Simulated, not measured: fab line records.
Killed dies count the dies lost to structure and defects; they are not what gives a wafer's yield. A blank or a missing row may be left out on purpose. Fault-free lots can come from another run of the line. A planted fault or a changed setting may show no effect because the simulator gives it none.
Which tool is to blame? | flow berkeleyCmos170 | 14 lots with 42 wafers sampled at 3 steps, on a route of 331 steps

WHAT THE GAUGES READ, wafer by wafer
UCB170_NLDD_OVL_MEAS_07. Usual: NLDD_OVL typically reads 6 nm, with standard deviation 5.7.
lot  | measured     | on         | NLDD_OVL (nm) | flag
L134 | day 7 06:55  | overlay-02 | 8 4 11        | 
L135 | day 7 21:52  | overlay-01 | 11 7 7        | 
L136 | day 7 22:11  | overlay-02 | 9 12 10       | 
L139 | day 8 10:40  | overlay-01 | 9 9 7         | 
L141 | day 9 09:10  | overlay-01 | 0 1 1         | 
L142 | day 9 09:43  | overlay-02 | -11 -1 -7     | 
L140 | day 9 09:26  | overlay-02 | 15 11 6       | 
L144 | day 9 15:31  | overlay-02 | 108 116 103   | OFF
L143 | day 9 16:19  | overlay-01 | 115 107 114   | OFF
L148 | day 10 16:39 | overlay-01 | -5 1 8        | 
L151 | day 11 01:50 | overlay-01 | 4 11 8        | 
L149 | day 11 02:02 | overlay-01 | 16 14 13      | 
L152 | day 11 17:05 | overlay-01 | 7 5 10        | 
L156 | day 12 11:59 | overlay-01 | 6 10 -2       | 

TOOL THAT RAN EACH LOT (tool first, then ch and the chambers of the sampled wafers, then the start)
lot  | UCB170_GATE_STRIP_16                | UCB170_NLDD_EXPOSE_03
L134 | plasmaAsher-01 ch 0,1, day 7 02:47  | krfScanner-01 ch 0, day 7 06:24
L135 | plasmaAsher-01 ch 0,1, day 7 17:48  | krfScanner-01 ch 0, day 7 21:22
L136 | plasmaAsher-02 ch 0,1, day 7 18:04  | krfScanner-01 ch 0, day 7 21:42
L139 | plasmaAsher-01 ch 0,1, day 8 05:43  | krfScanner-01 ch 0, day 8 09:26
L141 | plasmaAsher-01 ch 0,1, day 9 05:20  | krfScanner-02 ch 0, day 9 08:20
L142 | plasmaAsher-03 ch 0,1, day 9 05:36  | krfScanner-02 ch 0, day 9 09:08
L140 | plasmaAsher-01 ch 0,1, day 9 05:50  | krfScanner-01 ch 0, day 9 08:54
L144 | plasmaAsher-01 ch 0,1, day 9 12:31  | krfScanner-02 ch 0, day 9 15:01
L143 | plasmaAsher-01 ch 0,1, day 9 13:07  | krfScanner-02 ch 0, day 9 15:51
L148 | plasmaAsher-02 ch 0,1, day 10 13:04 | krfScanner-01 ch 0, day 10 16:09
L151 | plasmaAsher-02 ch 0,1, day 10 21:37 | krfScanner-01 ch 0, day 11 01:07
L149 | plasmaAsher-01 ch 0,1, day 10 21:47 | krfScanner-01 ch 0, day 11 01:16
L152 | plasmaAsher-03 ch 0,1, day 11 13:12 | krfScanner-01 ch 0, day 11 16:34
L156 | plasmaAsher-03 ch 0,1, day 12 07:58 | krfScanner-01 ch 0, day 12 11:23
- UCB170_GATE_STRIP_16: strips in O2.
- UCB170_NLDD_EXPOSE_03: exposes mask NSELECT, target cd 1200 nm.

AS READ BY THE TOOLS THEMSELVES (means over the sampled wafers that have a number; for cases with no such wafer, the mark the record gives instead)
UCB170_GATE_STRIP_16. Usual: drypumpMotorCurrentA 5.73 A, standard deviation 0.24; oesProductAu 0.724 a.u., standard deviation 0.0048.
lot  | tool           | drypumpMotorCurrentA (A) | oesProductAu (a.u.) | flag
L134 | plasmaAsher-01 | 5.91                     | 0.727               | 
L135 | plasmaAsher-01 | 5.90                     | 0.723               | 
L136 | plasmaAsher-02 | 5.35                     | 0.725               | 
L139 | plasmaAsher-01 | 5.90                     | 0.724               | 
L141 | plasmaAsher-01 | 5.90                     | 0.722               | 
L142 | plasmaAsher-03 | 5.77                     | 0.720               | 
L140 | plasmaAsher-01 | 5.91                     | 0.726               | 
L144 | plasmaAsher-01 | 5.90                     | 0.725               | 
L143 | plasmaAsher-01 | 5.90                     | 0.721               | 
L148 | plasmaAsher-02 | 5.34                     | 0.722               | 
L151 | plasmaAsher-02 | 5.35                     | 0.722               | 
L149 | plasmaAsher-01 | 5.88                     | 0.726               | 
L152 | plasmaAsher-03 | 5.74                     | 0.724               | 
L156 | plasmaAsher-03 | 5.74                     | 0.724               | 

THE ANSWER, worked out from the rows above alone
Rule: a lot is off if the mean of its wafers that have a number lies more than 3 standard deviations from the usual mean. A lot without any number at a reading at which 4 lots or more have one is off too. Where the step has rows for the other lots, those lots are counted as sound. Order of review: gauges by route order, followed by the tools' own readings, for which a lot's mean as printed above is used. The first step at which some lot is off is used, and at that step the reading that is off furthest; a lot without a number counts as furthest.
Off: L144, L143, seen at UCB170_NLDD_OVL_MEAS_07 (NLDD_OVL).
If a tool, at a process step before that reading, ran all the lots that are off and no sound lot after the first of them, it fits. Gauges at UCB170_NLDD_OVL_MEAS_07: tried the same way as those tools. One candidate fits, namely krfScanner-02 at UCB170_NLDD_EXPOSE_03. Its last sound lot is L142 (day 9 09:08), its first lot that is off L144 (day 9 15:01): a fault that began between those two fits.

WHAT HAD BEEN PUT IN BY THE SIMULATOR
Scanner matching overlay: krfScanner-02, from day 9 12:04 on, at UCB170_NLDD_EXPOSE_03. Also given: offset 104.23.
Lots struck among those shown: L144, L143. The rule given above showed the same thing.
